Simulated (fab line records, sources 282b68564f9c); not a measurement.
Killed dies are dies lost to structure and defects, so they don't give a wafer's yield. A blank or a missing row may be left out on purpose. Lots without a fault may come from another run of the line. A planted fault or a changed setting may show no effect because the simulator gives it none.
fab line records | flow rit_cmos
record lots=15 wafers=45 last_day=7
route steps=202 shown NLDD@111
lots that met no fault: from a run of the same line without faults
start_h: hours from the record's first day to the start of the lot's first wafer shown | wait_h: hours since the lot's step before | " the same as in the row above | L1.1+2: a row that stands for several wafers | - no value, or no start given | * or withheld: withheld | < > ~ a bound
route shown NAME@n: a module of which the file shows steps, and the number in the route of the first | usual: mean/standard deviation of fault-free wafers | same: alike in all rows | chamber/n: place in a boat | sites: the reading at each site | _std_site: their standard deviation | _edge_site: outer sites' mean less inner sites' | radius_mm: how far each site lies from the wafer's centre | mask NAME#n: copy n | behind: the tool/chamber that last shaped the wafer | hold: why the lot was held/for how many hours/how that ended | device: the transistor (n, p or np) that didn't switch | end of line: the same wafers' tests at the end of the route | a step without rows: its recipe alone | killed: dies lost to structure and defects at the first sort, not the wafer's yield | map: a wafer's dies, x killed, . not, _ none there
set.NAME: the setting as run; set.NAME@STEP: as run at that earlier step | model.NAME: the simulator's own value behind a step, which no gauge read
steps of the route over a sample of lots; a table a step, a row a wafer
services: from which hour (start_h, from the record's first day; less than 0 if before it) a tool's chamber was out of use, for how many hours, and why
## steps
# step RIT_NLDD_IMPLANT_08
# recipe species=P energy_kev=20 dose_cm2=5e+14 tilt_deg=7
# usual dose_ions_cm2=5.001e+14/5.1e+11 faraday_current_uA=1575/31
# columns lot.wafer tool chamber start_h wait_h dose_ions_cm2 faraday_current_uA
L383.2 implanter-04 0 47.41 0.1 5.005e+14 1556
L383.3 " 0 " " 5.003e+14 1600
L383.5 " 0 " " 5.008e+14 1621
L384.1 implanter-03 0 51.69 0.1 5.007e+14 1550
L384.3 " 0 " " 4.995e+14 1580
L384.5 " 0 " " 5.004e+14 1601
L385.2 implanter-04 0 56.14 0.1 3.598e+14 1141
L385.3 " 0 " " 3.592e+14 1133
L385.5 " 0 " " 3.593e+14 1138
L386.1 implanter-03 0 62.59 0.1 5.001e+14 1601
L386.3 " 0 " " 4.996e+14 1612
L386.4 " 0 " " 4.997e+14 1581
L387.1 implanter-04 0 67.20 0.1 3.598e+14 1098
L387.4 " 0 " " 3.593e+14 1164
L387.6 " 0 " " 3.594e+14 1105
L388.2 implanter-04 0 71.82 0.1 3.585e+14 1071
L388.4 " 0 " " 3.585e+14 1129
L388.6 " 0 " " 3.595e+14 1126
L389.1 implanter-02 0 75.65 0.1 4.993e+14 1559
L389.4 " 0 " " 4.994e+14 1574
L389.6 " 0 " " 5.002e+14 1539
L394.3 implanter-03 0 101.69 0.1 5e+14 1583
L394.4 " 0 " " 4.996e+14 1585
L394.5 " 0 " " 5.005e+14 1589
L396.2 implanter-02 0 112.21 0.1 5.004e+14 1612
L396.3 " 0 " " 5e+14 1566
L396.5 " 0 " " 5.002e+14 1577
L397.3 implanter-03 0 117.49 0.1 4.998e+14 1583
L397.4 " 0 " " 5e+14 1569
L397.6 " 0 " " 5.001e+14 1592
L398.2 implanter-02 0 121.58 0.1 4.999e+14 1560
L398.4 " 0 " " 5.006e+14 1552
L398.6 " 0 " " 5e+14 1565
L399.1 implanter-02 0 126.42 0.1 5e+14 1567
L399.2 " 0 " " 4.997e+14 1597
L399.3 " 0 " " 5.009e+14 1566
L401.1 implanter-02 0 137.12 0.1 5.005e+14 1554
L401.2 " 0 " " 5.003e+14 1584
L401.5 " 0 " " 5.004e+14 1532
L403.2 implanter-04 0 145.97 0.1 5.003e+14 1496
L403.3 " 0 " " 5.001e+14 1624
L403.4 " 0 " " 5.006e+14 1558
L404.1 implanter-03 0 151.14 0.1 4.999e+14 1607
L404.3 " 0 " " 5.005e+14 1488
L404.5 " 0 " " 4.993e+14 1588
# step RIT_NLDD_TW_MEAS_10
# usual NLDD_TW=2487/14
# columns lot.wafer tool chamber start_h wait_h NLDD_TW
L383.2 film_metro-03 - 47.72 0.1 2476
L383.3 " - " " 2468
L383.5 " - " " 2476
L384.1 film_metro-03 - 52.02 0.1 2477
L384.3 " - " " 2478
L384.5 " - " " 2467
L385.2 film_metro-04 - 56.45 0.1 2275
L385.3 " - " " 2294
L385.5 " - " " 2268
L386.1 film_metro-04 - 62.92 0.1 2501
L386.3 " - " " 2510
L386.4 " - " " 2509
L387.1 film_metro-03 - 67.52 0.1 2270
L387.4 " - " " 2259
L387.6 " - " " 2262
L388.2 film_metro-04 - 72.13 0.1 2272
L388.4 " - " " 2277
L388.6 " - " " 2275
L389.1 film_metro-03 - 75.97 0.1 2472
L389.4 " - " " 2471
L389.6 " - " " 2480
L394.3 film_metro-01 - 101.99 0.1 2505
L394.4 " - " " 2499
L394.5 " - " " 2501
L396.2 film_metro-01 - 112.52 0.1 2504
L396.3 " - " " 2497
L396.5 " - " " 2499
L397.3 film_metro-03 - 117.78 0.1 2468
L397.4 " - " " 2468
L397.6 " - " " 2476
L398.2 film_metro-03 - 121.89 0.1 2468
L398.4 " - " " 2472
L398.6 " - " " 2467
L399.1 film_metro-04 - 126.74 0.1 2511
L399.2 " - " " 2511
L399.3 " - " " 2497
L401.1 film_metro-01 - 137.45 0.1 2503
L401.2 " - " " 2495
L401.5 " - " " 2492
L403.2 film_metro-01 - 146.28 0.1 2492
L403.3 " - " " 2479
L403.4 " - " " 2488
L404.1 film_metro-01 - 151.47 0.1 2500
L404.3 " - " " 2504
L404.5 " - " " 2502
# step RIT_SDANNEAL_RS_MEAS_07
# recipe thk_meas_gauge=four-point-probe
# usual NLDD_RS=151.4/0.56
# columns lot.wafer tool chamber start_h wait_h NLDD_RS[ohm/sq]
L383.2 film_metro-03 - 56.13 0.1 151.7
L383.3 " - " " 151.7
L383.5 " - " " 152.1
L384.1 film_metro-03 - 60.05 0.1 151.2
L384.3 " - " " 151.2
L384.5 " - " " 151.4
L385.2 film_metro-04 - 64.34 0.1 198.1
L385.3 " - " " 197.8
L385.5 " - " " 198.3
L386.1 film_metro-01 - 70.85 0.1 151.7
L386.3 " - " " 151.8
L386.4 " - " " 152.3
L387.1 film_metro-04 - 75.35 0.1 196.3
L387.4 " - " " 196.5
L387.6 " - " " 196.9
L388.2 film_metro-04 - 80.13 0.1 197.8
L388.4 " - " " 197.1
L388.6 " - " " 198.0
L389.1 film_metro-01 - 84.00 0.1 152.4
L389.4 " - " " 152.7
L389.6 " - " " 152.8
L394.3 film_metro-03 - 110.09 0.1 151.5
L394.4 " - " " 151.7
L394.5 " - " " 151.4
L396.2 film_metro-03 - 120.34 0.1 151.5
L396.3 " - " " 150.9
L396.5 " - " " 150.9
L397.3 film_metro-04 - 126.01 0.1 151.4
L397.4 " - " " 151.0
L397.6 " - " " 151.4
L398.2 film_metro-04 - 129.68 0.1 151.4
L398.4 " - " " 151.5
L398.6 " - " " 150.7
L399.1 film_metro-03 - 134.89 0.1 150.8
L399.2 " - " " 150.8
L399.3 " - " " 150.6
L401.1 film_metro-03 - 145.17 0.1 151.2
L401.2 " - " " 150.5
L401.5 " - " " 151.4
L403.2 film_metro-03 - 154.14 0.1 152.1
L403.3 " - " " 152.2
L403.4 " - " " 152.1
L404.1 film_metro-04 - 159.84 0.1 151.8
L404.3 " - " " 151.6
L404.5 " - " " 152.3
## services
# columns tool chamber start_h hours kind
implanter-03 - 24.05 3.6 repair
implanter-02 - 24.44 4.0 repair
implanter-04 - 102.91 4.7 pm
## key
first_sign step=RIT_NLDD_IMPLANT_08 reading=dose_ions_cm2 direction=down sigmas=99+ usual=5.001e+14 struck=3.593e+14
effect step=RIT_NLDD_IMPLANT_08 reading=faraday_current_uA direction=down sigmas=15 usual=1575 struck=1123
effect step=RIT_NLDD_TW_MEAS_10 reading=NLDD_TW direction=down sigmas=15 usual=2487 struck=2273
effect step=RIT_SDANNEAL_RS_MEAS_07 reading=NLDD_RS direction=up sigmas=81 usual=151.4 struck=197.4
met_at RIT_NLDD_IMPLANT_08
struck_lots L385,L387,L388
tester_left_out L385,L387,L388
onset_between 47.41 56.14
fault kind=process_parameter_drift tool=implanter-04 chamber=- onset_h=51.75 steps=RIT_NLDD_IMPLANT_08 channel=dose_cm2 offset=-1.4101e+14 shape=step end_h=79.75 acts_in=these_recipes_only stated=5e+14
# tester_left_out: of these lots the tester's yield and bins aren't shown, on N5 and GAA mostly nor the transistor test; their killed dies are dies lost to structure and defects alone, not to doping, threshold or leakage, so they don't give the yield
